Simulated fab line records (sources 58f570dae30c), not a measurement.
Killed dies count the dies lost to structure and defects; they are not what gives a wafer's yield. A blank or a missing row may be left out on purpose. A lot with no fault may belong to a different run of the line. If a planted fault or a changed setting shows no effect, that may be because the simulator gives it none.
Code-filled problem report in 8D (eight disciplines) form + flow berkeley cmos170 + the parts of the form that need people (team, actions taken, sign-off) are left out

## 1. WHAT IS WRONG
Mean of rf fwd power W at UCB170_PWELL_ETCH_14: 270.4 W across 3 wafers in 2 lots; on wafers with no fault it is 448.1 W (standard deviation 1.4). That is -99 or more standard deviations from the usual mean.
The step: etches Si3N4 in CH3F/Ar/O2, stops on SiO2, target depth 242 nm, time 151 s.
First seen on wafer L882.1, day 6 10:55, on rie diel-02. At this step, 18 wafers from 6 lots have a number in the record. By rule, "out" or "out of limits" means more than 4 standard deviations away from the usual mean. Any other wafer with a number is counted as sound.

## 2. WHAT IT IS, WHAT IT ISN'T
| question                    | is                             | is not                                                                         |
|-----------------------------|--------------------------------|--------------------------------------------------------------------------------|
| which readings at this step | rf fwd power W, oes product au | drypump motor current A, throttle valve pct                                    |
| which lots                  | L882, L884                     | L867, L870, L886, L888                                                         |
| which wafers of those lots  | L882.1, L882.5, L884.4         | L882.4, L884.1, L884.6                                                         |
| read on which tools         | rie diel-02                    | rie diel-01, rie diel-04                                                       |
| when                        | from day 6 10:55               | up to then (7 sound wafers); but 8 sound wafers of L884, L886, L888 came after |

## 3. SUSPECTS, AND WHAT RULES EACH OUT
Counting: any tool at a process step up to the reading remains a suspect provided it ran every lot that is out. Sound lots after the first of them don't rule it out here, since some wafers of a struck lot are sound.
- rie diel-02 at UCB170_PWELL_ETCH_14 (etches Si3N4 in CH3F/Ar/O2, stops on SiO2, target depth 242 nm, time 151 s): kept. It ran every lot that is out, first L882 (day 6 10:55); its last sound lot up to then is L870 (day 4 11:23). Its own oes product au, rf fwd power W readings are out on those wafers.
- At UCB170_PWELL_ETCH_14 on rie diel-02, chamber 1 took the sound wafers of the same lots and chamber 2 took the wafers that are out.
After counting, what remains is rie diel-02 at UCB170_PWELL_ETCH_14.

## 4. THE CAUSE (what the simulator had put in)
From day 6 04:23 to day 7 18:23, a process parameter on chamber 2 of rie diel-02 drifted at UCB170_PWELL_ETCH_14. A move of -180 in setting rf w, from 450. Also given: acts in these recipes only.
This tool alone remained once counting was done.

## 5. SEQUENCE OF EFFECTS, ordered by route
Rows list readings where the struck wafers' mean (over those with a number) sits beyond 3 standard deviations from the usual. Only readings for which the record gives a usual standard deviation are gone through. hours: the time from each lot's start at the first step in this table that gives one to its start at this step, as a median over the lots. sigmas: the change in usual standard deviations.
| hours | step                  | reading                  | usual      | on struck wafers | change | sigmas      |
|-------|-----------------------|--------------------------|------------|------------------|--------|-------------|
| 0     | UCB170_PWELL_ETCH_14  | oes product au           | 0.938 a.u. | 0.851            | -0.087 | -6.2        |
| 0     | UCB170_PWELL_ETCH_14  | rf fwd power W           | 448.1 W    | 270.4            | -177.7 | -99 or more |
| 0     | UCB170_PWELL_STRIP_16 | strip time to endpoint s | 18.11 s    | 19.06            | +0.95  | +11         |
The process steps in it:
- UCB170_PWELL_ETCH_14: etches Si3N4 in CH3F/Ar/O2, stops on SiO2, target depth 242 nm, time 151 s.
- UCB170_PWELL_STRIP_16: strips in O2.
At these later measuring or inspecting steps, every struck wafer for which the step has a row has a number for every such reading, and none has moved that far: UCB170_PWELL_TW_MEAS_17.

## 6. WHAT WOULD HAVE CAUGHT IT SOONER
In this record no reading fell out of limits until day 6 10:55, 7 hours after the fault had begun at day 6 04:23.
